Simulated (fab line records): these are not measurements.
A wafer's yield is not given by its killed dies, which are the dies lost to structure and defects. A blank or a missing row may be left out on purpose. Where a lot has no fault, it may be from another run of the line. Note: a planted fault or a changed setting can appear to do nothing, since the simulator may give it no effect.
What tool caused it? / flow rit cmos / 14 lots with 42 wafers sampled at 2 steps, on a route of 202 steps

## WHAT THE GAUGES READ, wafer by wafer
The record holds no reading of a measuring or inspecting step that can be judged against a usual standard deviation.

## TOOL THAT RAN EACH LOT (tool first, then ch and the chambers of the sampled wafers, then the start)
lot=L402; RIT_PWELL_STRIP_09=plasma asher-03 ch 0,1, day 1 23:22; RIT_M1_PROBE_99=-
lot=L403; RIT_PWELL_STRIP_09=plasma asher-03 ch 1, day 2 03:31; RIT_M1_PROBE_99=-
lot=L404; RIT_PWELL_STRIP_09=plasma asher-03 ch 0,1, day 2 08:40; RIT_M1_PROBE_99=-
lot=L409; RIT_PWELL_STRIP_09=plasma asher-04 ch 0,1, day 3 09:18; RIT_M1_PROBE_99=prober-02, day 4 19:47
lot=L410; RIT_PWELL_STRIP_09=plasma asher-03 ch 0,1, day 3 15:48; RIT_M1_PROBE_99=-
lot=L411; RIT_PWELL_STRIP_09=plasma asher-01 ch 0,1, day 3 19:22; RIT_M1_PROBE_99=-
lot=L413; RIT_PWELL_STRIP_09=plasma asher-04 ch 0,1, day 4 05:16; RIT_M1_PROBE_99=-
lot=L414; RIT_PWELL_STRIP_09=plasma asher-03 ch 0,1, day 4 10:26; RIT_M1_PROBE_99=-
lot=L415; RIT_PWELL_STRIP_09=plasma asher-01 ch 0,1, day 4 16:10; RIT_M1_PROBE_99=-
lot=L416; RIT_PWELL_STRIP_09=plasma asher-03 ch 0,1, day 4 20:14; RIT_M1_PROBE_99=prober-01, day 6 08:26
lot=L418; RIT_PWELL_STRIP_09=plasma asher-03 ch 0,1, day 5 06:26; RIT_M1_PROBE_99=-
lot=L419; RIT_PWELL_STRIP_09=plasma asher-03 ch 0,1, day 5 12:26; RIT_M1_PROBE_99=-
lot=L420; RIT_PWELL_STRIP_09=plasma asher-03 ch 0,1, day 5 16:40; RIT_M1_PROBE_99=-
lot=L422; RIT_PWELL_STRIP_09=plasma asher-01 ch 0,1, day 6 03:14; RIT_M1_PROBE_99=-
- RIT_PWELL_STRIP_09: strips in O2, time 180 s.
- RIT_M1_PROBE_99

## WHAT THE TOOLS THEMSELVES READ (means of the sampled wafers that have a number; where no wafer has one, the mark that the record gives instead)
RIT_PWELL_STRIP_09.
lot=L402; tool=plasma asher-03; drypump motor current A (A)=6.4; o2 flow sccm (sccm)=3988
lot=L403; tool=plasma asher-03; drypump motor current A (A)=5.7; o2 flow sccm (sccm)=3999
lot=L404; tool=plasma asher-03; drypump motor current A (A)=6.4; o2 flow sccm (sccm)=3990
lot=L409; tool=plasma asher-04; drypump motor current A (A)=5.8; o2 flow sccm (sccm)=3191
lot=L410; tool=plasma asher-03; drypump motor current A (A)=6.0; o2 flow sccm (sccm)=3991
lot=L411; tool=plasma asher-01; drypump motor current A (A)=5.2; o2 flow sccm (sccm)=3999
lot=L413; tool=plasma asher-04; drypump motor current A (A)=5.8; o2 flow sccm (sccm)=3201
lot=L414; tool=plasma asher-03; drypump motor current A (A)=6.0; o2 flow sccm (sccm)=3988
lot=L415; tool=plasma asher-01; drypump motor current A (A)=5.2; o2 flow sccm (sccm)=3991
lot=L416; tool=plasma asher-03; drypump motor current A (A)=6.4; o2 flow sccm (sccm)=4000
lot=L418; tool=plasma asher-03; drypump motor current A (A)=6.3; o2 flow sccm (sccm)=4004
lot=L419; tool=plasma asher-03; drypump motor current A (A)=6.4; o2 flow sccm (sccm)=4001
lot=L420; tool=plasma asher-03; drypump motor current A (A)=6.4; o2 flow sccm (sccm)=4002
lot=L422; tool=plasma asher-01; drypump motor current A (A)=5.2; o2 flow sccm (sccm)=4000

RIT_M1_PROBE_99.
lot=L409; tool=prober-02; killed at contacts=0.3; killed at front end=8.3; killed dies=8.7; killed open=4.0; killed short=4.7
lot=L416; tool=prober-01; killed at contacts=0.0; killed at front end=4.7; killed dies=4.7; killed open=2.0; killed short=2.7

## THE ANSWER, worked out from the rows above alone
Rule: the usual values come from the lots themselves. The widest of any qualifying gaps counts: lots, ordered by their means at a reading, are off when they make up no more than a third of the lots, leave a main group of 4 or more, and stand apart from it by 3 or more times the standard deviation of that group's means. If all means in a main group match to the digits the tables above print for the reading, that group is not used. A lot without any number at a reading at which 4 lots or more have one is off too. Where the step has rows for the other lots, those lots are counted as sound. Order of review: gauges by route order, followed by the tools' own readings, for which a lot's mean as printed above is used. The first step at which some lot is off is used, and at that step the reading that is off furthest; a lot without a number counts as furthest.
Off at RIT_PWELL_STRIP_09 (o2 flow sccm): L409, L413. For the main group the mean is 3996 sccm and the standard deviation 5.7.
A tool fits if, at that step or a process step before it, it ran every lot that is off, and no sound lot after the first of them. One fits: plasma asher-04 at RIT_PWELL_STRIP_09. It ran no sound lot before its first lot that is off in this sample, so the start can't be narrowed down.
The tool's own readings at RIT_PWELL_STRIP_09 bear it out: on the lots that are off they differ by more than 5 times the standard deviation of the sound lots' means. o2 flow sccm reads 3196 sccm there against 3996 sccm on the sound lots.

## WHAT THE SIMULATOR HAD INSERTED
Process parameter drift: plasma asher-04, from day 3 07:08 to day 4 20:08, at RIT_PWELL_STRIP_09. Setting o2 flow sccm, moved by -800, from 4000. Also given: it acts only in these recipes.
Lots struck among those shown: L409, L413. The same result came from the rule above.
